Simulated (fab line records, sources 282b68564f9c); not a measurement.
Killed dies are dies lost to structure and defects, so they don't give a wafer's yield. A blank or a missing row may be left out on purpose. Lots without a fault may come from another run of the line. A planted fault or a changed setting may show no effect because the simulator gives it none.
Problem report in the 8D (eight disciplines) form, filled by code | flow rit_cmos | the parts of the form that need people (team, actions taken, sign-off) are left out

1. THE PROBLEM
wafer_temp_C_max at RIT_SILICIDE_RTA_04 reads a mean of 595.0 on 6 wafers of 2 lots; wafers without a fault read 654.1 with a standard deviation of 1.4. That is -42 standard deviations from the usual mean.
The step: time 10 s, ramp up 5 s, ramp down 5 s.
First seen on wafer L350.2, day 6 10:25, on rtp_anneal-02. The record holds 42 wafers of 14 lots with a number at this step. Rule for "out", or "out of limits": more than 4 standard deviations from the usual mean. The other wafers with a number count as sound.

2. WHAT IT IS AND WHAT IT IS NOT
question                    | is                     | is not
which readings at this step | wafer_temp_C_max       | -
which lots                  | L350, L352             | L336, L337, L338, L339, L340, L341, L342, L345, L346, L347, L355, L357
which wafers of those lots  | all that have a number | -
read on which tools         | rtp_anneal-02          | rtp_anneal-01
when                        | from day 6 10:25       | up to then (30 sound wafers); but 6 sound wafers of L355, L357 came after

3. SUSPECTS, AND WHAT RULES EACH OUT
Counting: a tool at a process step up to the reading stays a suspect if it ran every lot that is out and no sound lot after the first of them.
- rtp_anneal-02 at RIT_SILICIDE_RTA_04 (time 10 s, ramp up 5 s, ramp down 5 s): kept. It ran every lot that is out, first L350 (day 6 10:25), and no sound lot after that; its last sound lot up to then is L346 (day 5 11:27). Its own readings are out on those wafers: wafer_temp_C_max.
Left after counting: rtp_anneal-02 at RIT_SILICIDE_RTA_04.

4. THE CAUSE (what the simulator had put in)
Process parameter drift: rtp_anneal-02, from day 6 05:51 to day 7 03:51, at RIT_SILICIDE_RTA_04. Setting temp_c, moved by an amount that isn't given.
Counting left only this tool.

5. THE CHAIN OF EFFECTS, in route order
Each row: a reading whose mean over the struck wafers that have a number lies more than 3 standard deviations from the usual. Only readings for which the record gives a usual standard deviation are gone through. hours: the time from each lot's start at the first step in this table that gives one to its start at this step, as a median over the lots. sigmas: the change in usual standard deviations.
hours | step                | reading          | usual | on struck wafers | change | sigmas
0     | RIT_SILICIDE_RTA_04 | wafer_temp_C_max | 654.1 | 595.0            | -59.1  | -42
The process steps in it:
- RIT_SILICIDE_RTA_04: time 10 s, ramp up 5 s, ramp down 5 s.

6. WHAT WOULD HAVE CAUGHT IT SOONER
In this record the first reading out of limits was taken at day 6 10:25, 5 hours after the fault began at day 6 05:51.
